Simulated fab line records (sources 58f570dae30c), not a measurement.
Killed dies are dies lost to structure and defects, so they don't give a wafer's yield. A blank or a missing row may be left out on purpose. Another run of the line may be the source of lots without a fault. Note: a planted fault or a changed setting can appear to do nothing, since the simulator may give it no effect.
Which tool was responsible?	flow berkeleyCmos170	Sampling: 13 lots, 39 wafers, 3 of 331 route steps

## WHAT THE GAUGES SHOWED, per wafer
UCB170_M1_RS_MEAS_01: measures by four-point-probe.
lot	measured	on	M1_AL_RS (ohm/sq)
L987	day 6 23:05	filmMetro-02	0.0485 0.0487 0.0491
L988	day 7 23:27	filmMetro-02	0.0484 0.0483 0.0483
L990	day 8 02:41	filmMetro-02	0.0483 0.0476 0.0473
L994	day 8 12:40	filmMetro-02	0.0481 0.0479 0.0535
L993	day 8 13:43	filmMetro-01	0.0478 0.0475 0.0478
L998	day 10 03:41	filmMetro-02	0.0490 0.0482 0.0495
L102	day 10 08:14	filmMetro-02	0.0506 0.0495 0.0496
L104	day 10 18:57	filmMetro-02	0.0484 0.0483 0.0489
L101	day 10 19:11	filmMetro-01	0.0494 0.0503 0.0493
L106	day 11 07:34	filmMetro-01	0.0486 0.0490 0.0486
L110	day 12 01:25	filmMetro-02	0.0493 0.0486 0.0490
L109	day 12 01:58	filmMetro-02	0.0482 0.0496 0.0491
L108	day 12 03:55	filmMetro-01	0.0486 0.0478 0.0487

UCB170_M1_THK_MEAS_02: measures by xrf.
lot	measured	on	M1_AL_THK (nm)
L987	day 6 23:13	filmMetro-02	610 605 600
L988	day 7 23:34	filmMetro-02	614 610 611
L990	day 8 02:49	filmMetro-02	609 618 629
L994	day 8 12:47	filmMetro-02	614 616 557
L993	day 8 13:50	filmMetro-01	612 618 613
L998	day 10 03:49	filmMetro-02	606 614 602
L102	day 10 08:22	filmMetro-02	589 602 603
L104	day 10 19:03	filmMetro-02	609 618 610
L101	day 10 19:18	filmMetro-01	596 581 594
L106	day 11 07:41	filmMetro-01	602 598 603
L110	day 12 01:31	filmMetro-02	603 605 601
L109	day 12 02:04	filmMetro-02	612 594 603
L108	day 12 04:02	filmMetro-01	602 612 604

## WHICH TOOL RAN EACH LOT (tool, then ch and the chambers of the sampled wafers, then the start)
lot	UCB170_M1_SPUTTER_00
L987	pvdSputter-03, day 6 23:02
L988	pvdSputter-04, day 7 23:23
L990	pvdSputter-03, day 8 02:38
L994	pvdSputter-03, day 8 12:36
L993	pvdSputter-04, day 8 13:40
L998	pvdSputter-01, day 10 03:38
L102	pvdSputter-01, day 10 08:11
L104	pvdSputter-04, day 10 18:51
L101	pvdSputter-01, day 10 19:05
L106	pvdSputter-01, day 11 07:29
L110	pvdSputter-04, day 12 01:20
L109	pvdSputter-03, day 12 01:52
L108	pvdSputter-04, day 12 03:50
- UCB170_M1_SPUTTER_00: material Al, target thk 600 nm, time 80 s.

## AS READ BY THE TOOLS THEMSELVES (means over the sampled wafers that have a number; for cases with no such wafer, the mark the record gives instead)
UCB170_M1_SPUTTER_00.
lot	tool	throttleValvePct (%)
L987	pvdSputter-03	29.2
L988	pvdSputter-04	30.4
L990	pvdSputter-03	29.3
L994	pvdSputter-03	28.4
L993	pvdSputter-04	30.7
L998	pvdSputter-01	29.5
L102	pvdSputter-01	29.3
L104	pvdSputter-04	30.4
L101	pvdSputter-01	29.7
L106	pvdSputter-01	29.1
L110	pvdSputter-04	30.5
L109	pvdSputter-03	29.1
L108	pvdSputter-04	30.3

## THE ANSWER, worked out from the rows above alone
Rule: the lots themselves supply what counts as usual. Put in order of their means at a reading, lots are off if they are a third of the lots or fewer, leave a main group of 4 or more, and stand apart from it by a gap of 3 or more times the standard deviation of the main group's means; of several such gaps the widest counts. Not used: any main group whose means are identical at the precision the tables above print for the reading. A lot without any number at a reading at which 4 lots or more have one is off too. All remaining lots with rows at the step are treated as sound. The gauges are gone through in route order, then the tools' own readings, and for those a lot's mean is taken as printed above. The first step at which some lot is off is used, and at that step the reading that is off furthest; a lot without a number counts as furthest.
No lot is off at any reading shown: from this, nothing can be told.

## WHAT THE SIMULATOR HAD INSERTED
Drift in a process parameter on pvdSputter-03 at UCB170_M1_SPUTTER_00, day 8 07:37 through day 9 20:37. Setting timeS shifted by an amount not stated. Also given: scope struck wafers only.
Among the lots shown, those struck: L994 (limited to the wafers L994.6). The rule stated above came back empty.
